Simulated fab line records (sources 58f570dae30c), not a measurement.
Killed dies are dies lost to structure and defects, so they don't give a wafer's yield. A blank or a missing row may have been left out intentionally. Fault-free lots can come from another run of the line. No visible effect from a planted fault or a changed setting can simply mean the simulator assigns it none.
Comparing a struck lot with a sound one :: flow berkeley cmos170 :: 14 out of 331 route steps
Sound: the wafers L256.4, L256.5, L256.6. Wafers L246.1, L246.3, L246.5 were the ones struck. At the end, the cause is stated.
At each step with rows: each side's tool, then ch and its chambers, then its first start. Under that, the readings that differ: sound wafers :: struck wafers :: difference of the means :: sigmas: that difference in standard deviations of wafers without a fault.
alike: words and numbers the same on both sides, and readings whose means are apart by under 2 such deviations; not compared: readings that were withheld, readings missing a value for some wafer, numbers with overlapping values and no deviation given by the record, and bounds like >300 which may hide the same value.
A row with sigmas, a row that says differs or no value, or rows on one side alone: a step with any of these is where the two part. When numbers do not overlap yet have no deviation, they are printed without sigmas and do not part them. A reading missing from all wafers of one side parts the sides only when that side holds two or more wafers.

first, 1 step without rows for these wafers: UCB170_NSD_DEVELOP_05 (develop time 45 s).
UCB170_NSD_CD_MEAS_06: target cd 1200 nm.
  sound on cd sem-01, day 10 18:25; struck on cd sem-02, day 8 19:28
  alike: cd nm
UCB170_NSD_OVL_MEAS_07:
  sound on overlay-02, day 10 18:30; struck on overlay-01, day 8 19:35
  alike: NSD_OVL
after that, 1 step had no rows for these wafers: UCB170_NSD_IMPLANT_08.
UCB170_NSD_STRIP_09: strips in O2.
  sound on plasma asher-01 ch 0,1, day 10 18:42; struck on plasma asher-02 ch 0,1, day 8 19:46
  alike: drypump motor current A, oes product au, strip time to endpoint s
  not compared: rf hours counter h
UCB170_NSD_TW_MEAS_10:
  sound on film metro-04, day 10 18:47; struck on film metro-03, day 8 19:54
  alike: NSD_TW
then, 4 steps without rows for these wafers: UCB170_NSD_CLEAN_11 (cleans in SPM, time 600 s); UCB170_BACKSIDE_HMDS_00 (prime time 60 s); UCB170_BACKSIDE_COAT_01 (resist thk 900 nm); UCB170_BACKSIDE_SOFTBAKE_02 (time 60 s).
UCB170_BACKSIDE_STRIP_03: strips in O2.
  sound on plasma asher-03 ch 0,1, day 10 19:31; struck on plasma asher-04 ch 0,1, day 8 20:47
  alike: drypump motor current A, oes product au, strip time to endpoint s
  not compared: rf hours counter h
then, 1 step without rows for these wafers: UCB170_BACKSIDE_CLEAN_04 (cleans in SPM, time 600 s).
UCB170_SDANNEAL_RTA_00: time 10 s.
  struck on rtp anneal-02, day 8 21:04; sound on rtp anneal-01 ch 0, day 10 19:47
  no value came back on the struck wafers for anneal temp c max, chamber o2 ppm, lamp power pct (%), wafer_temp_C_max; on the sound wafers anneal temp c max reads 904.7 905.3 904.0
UCB170_SDANNEAL_RTA_01: time 5 s.
  sound on rtp anneal-01 ch 0, day 10 19:50; struck on rtp anneal-02 ch 0, day 8 21:07
  alike: anneal temp c max, chamber o2 ppm, lamp power pct, wafer_temp_C_max

== WHERE THEY PART ==
UCB170_SDANNEAL_RTA_00 only, going by this record. Later steps at which nothing parts them and some readings are alike: UCB170_SDANNEAL_RTA_01.

WHY: the cause the simulator had injected
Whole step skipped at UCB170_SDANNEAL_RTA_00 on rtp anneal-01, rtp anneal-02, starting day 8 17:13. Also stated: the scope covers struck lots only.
